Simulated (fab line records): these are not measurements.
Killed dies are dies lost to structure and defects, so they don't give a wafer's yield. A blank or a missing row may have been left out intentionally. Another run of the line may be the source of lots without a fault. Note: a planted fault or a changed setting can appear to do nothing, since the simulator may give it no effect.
Which of the tools did it? ; flow rit-cmos ; Sampling: 15 lots, 45 wafers, 2 of 202 route steps

WHAT EACH GAUGE READ, for each wafer
The record lacks any reading of a measuring or inspecting step that a usual standard deviation could be used to judge.

TOOL THAT RAN EACH LOT (tool first, then ch and the chambers of the sampled wafers, then the start)
lot;RIT_GATE_OXIDATION_05;RIT_M1_PROBE_99
L637;furnace-03 ch 0, day 2 09:11;-
L638;furnace-03 ch 0, day 2 15:05;-
L640;furnace-01 ch 0, day 3 03:56;-
L647;furnace-01 ch 0, day 4 15:20;-
L650;furnace-03 ch 0, day 5 10:46;prober-02, day 6 12:10
L651;furnace-04 ch 0, day 5 13:40;prober-01, day 6 21:35
L652;furnace-04 ch 0, day 5 13:40;-
L654;furnace-04 ch 0, day 6 06:11;prober-01, day 7 11:08
L656;furnace-03 ch 0, day 6 22:16;-
L657;furnace-03 ch 0, day 6 22:16;-
L659;furnace-03 ch 0, day 7 14:53;-
L660;furnace-03 ch 0, day 7 14:53;-
L641;furnace-04 ch 0, day 8 09:14;prober-01, day 9 13:15
L642;furnace-03 ch 0, day 8 11:35;prober-02, day 9 15:22
L649;furnace-03 ch 0, day 9 21:29;prober-01, day 11 04:11
- RIT_GATE_OXIDATION_05: target thk 3 nm, ox time 270 s.
- RIT_M1_PROBE_99

WHAT THE TOOLS THEMSELVES READ (means of the sampled wafers that have a number; where no wafer has one, the mark that the record gives instead)
RIT_GATE_OXIDATION_05. Usual: ox-temp-c-max 905.0, standard deviation 1.3; spike-tc-load-C 926.6 C, standard deviation 1.4.
lot;tool;ox-temp-c-max;spike-tc-load-C (C);flag
L637;furnace-03;906.7;927.8;
L638;furnace-03;905.3;927.1;
L640;furnace-01;903.3;926.7;
L647;furnace-01;902.8;926.5;
L650;furnace-03;905.4;928.0;
L651;furnace-04;905.5;924.6;
L652;furnace-04;905.0;925.8;
L654;furnace-04;905.7;924.9;
L656;furnace-03;906.0;928.0;
L657;furnace-03;905.9;928.0;
L659;furnace-03;906.6;927.9;
L660;furnace-03;905.4;927.5;
L641;furnace-04;904.6;925.0;
L642;furnace-03;906.2;928.1;
L649;furnace-03;905.6;927.0;

RIT_M1_PROBE_99. Usual: killed-at-contacts 0.1, standard deviation 0.27; killed-at-front-end 7, standard deviation 3.1; killed-dies 7, standard deviation 3.2; killed-open 3.8, standard deviation 2.1; killed-short 3.6, standard deviation 2.
lot;tool;killed-at-contacts;killed-at-front-end;killed-dies;killed-open;killed-short;flag
L650;prober-02;0.0;3;3;1.7;1.3;
L651;prober-01;0.0;7;7;4.7;2.0;
L654;prober-01;0.0;9;9;4.0;5.0;
L641;prober-01;0.0;8;8;4.3;3.7;
L642;prober-02;0.0;8;8;2.3;6.0;
L649;prober-01;0.3;11;11;4.3;7.0;

THE ANSWER, worked out from the rows above alone
Rule: lot off if the mean of its wafers having a number is beyond 3 standard deviations from the usual mean. Also off: a lot with no number at a reading for which 4 or more lots have one. Any other lot the step has rows for is counted as sound. After the gauges, taken in route order, come the tools' own readings; for these a lot's mean is taken, as printed above. The first step at which some lot is off is used, and at that step the reading that is off furthest; a lot without a number counts as furthest.
Across all readings shown, no lot is off: no conclusion can be drawn from this.

WHAT THE SIMULATOR HAD PUT IN
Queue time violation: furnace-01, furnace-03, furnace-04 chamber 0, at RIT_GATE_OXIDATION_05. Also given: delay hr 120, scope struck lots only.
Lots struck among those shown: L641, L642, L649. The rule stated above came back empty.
